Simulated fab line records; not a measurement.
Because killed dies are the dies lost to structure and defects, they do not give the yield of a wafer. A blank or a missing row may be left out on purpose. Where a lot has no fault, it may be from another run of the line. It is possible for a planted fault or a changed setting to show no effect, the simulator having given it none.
A single fault, viewed from 2 desks	flow berkeleyCmos170	what lay behind the numbers comes last; until then each desk has only its own

AT THE METROLOGY DESK
What the gauges read for every lot (on any tool): the sampled wafers with a number, averaged. If a lot's mean is further than 4 standard deviations from the usual mean, the lot is out of limits and carries the mark OUT (the distance appears in the brackets).
Columns: A = cdNm at UCB170_GATE_CD_MEAS_12, usual 350.1 nm; B = cdNm at UCB170_GATE_CD_MEAS_90, usual 350.1 nm; C = NLDD_TW at UCB170_NLDD_TW_MEAS_11, usual 2198; D = NLDD_RS at UCB170_SDANNEAL_RS_MEAS_05, usual 616.6 ohm/sq
lot	first seen here	A	B	C	D
L493	day 6 01:50	347.3	348.2	2207	617.9
L494	day 6 02:10	351.0	350.1	2207	617.4
L495	day 6 08:24	347.4	348.1	2185	616.7
L496	day 6 15:29	349.1	349.0	2195	617.2
L497	day 7 02:46	349.4	349.6	2211	618.8
L498	day 7 02:56	349.8	350.4	2209	617.1
L502	day 8 10:04	349.5	349.2	2204	617.3
L506	day 8 17:23	352.4	352.5	2076 (-7.6) OUT	687.4 (+47) OUT
L507	day 9 01:23	350.1	350.0	2072 (-7.9) OUT	691.9 (+50) OUT
L508	day 9 01:30	352.3	352.2	2172	617.1
L509	day 9 01:47	350.8	351.1	2218	617.1
L510	day 9 12:15	350.7	350.9	2189	617.4
L512	day 10 10:41	351.5	351.5	2211	616.2
L514	day 10 15:03	351.5	351.8	2191	616.3
This desk's finding: out of limits on L506, L507; first on L506, day 9 02:57 (NLDD_TW at UCB170_NLDD_TW_MEAS_11). L493, L494, L495, L496, L497, L498, L502, L508, L509, L510, L512, L514: within limits.

THE TOOL OWNER'S DESK: implanter-03
UCB170_NLDD_IMPLANT_08, tool's own readings: per-lot mean of the sampled wafers with a number, covering each lot this tool ran. If a lot's mean is further than 4 standard deviations from the usual mean, the lot is out of limits and carries the mark OUT (the distance appears in the brackets).
Columns: A = doseIonsCm2 at UCB170_NLDD_IMPLANT_08, usual 5.001e+13; B = faradayCurrentUA at UCB170_NLDD_IMPLANT_08, usual 158; C = rotationDeg at UCB170_NLDD_IMPLANT_08, usual -0.001 degrees
lot	first seen here	A	B	C
L494	day 6 06:29	5.004e+13	160	-0.027
L496	day 6 19:10	5.004e+13	156	-0.033
L502	day 8 14:12	5.001e+13	156	-0.023
L506	day 9 02:34	3.441e+13 (-99 or more) OUT	108 (-16) OUT	0.008
L507	day 9 07:20	3.441e+13 (-99 or more) OUT	109 (-15) OUT	-0.007
Finding of this desk: L506, L507 out of limits; the first was L506 at day 9 02:34, on doseIonsCm2 at UCB170_NLDD_IMPLANT_08. L494, L496, L502: within limits.

PUT TOGETHER
On L506, L507, at day 9 02:34, an alarm was possible from the tool owner's desk.
At day 9 02:57 the metrology desk could have sounded an alarm, on L506, L507.
Of the lots named, all ran UCB170_NLDD_IMPLANT_08 on implanter-03.

WHAT THE SIMULATOR HAD INSERTED
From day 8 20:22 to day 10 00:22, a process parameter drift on implanter-03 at UCB170_NLDD_IMPLANT_08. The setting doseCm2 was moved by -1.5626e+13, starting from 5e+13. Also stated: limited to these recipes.
Shown lots that were struck: L506, L507.
Time in hours from fault onset to the first out-of-limits reading at each desk: tool owner's desk 6, metrology desk 7.
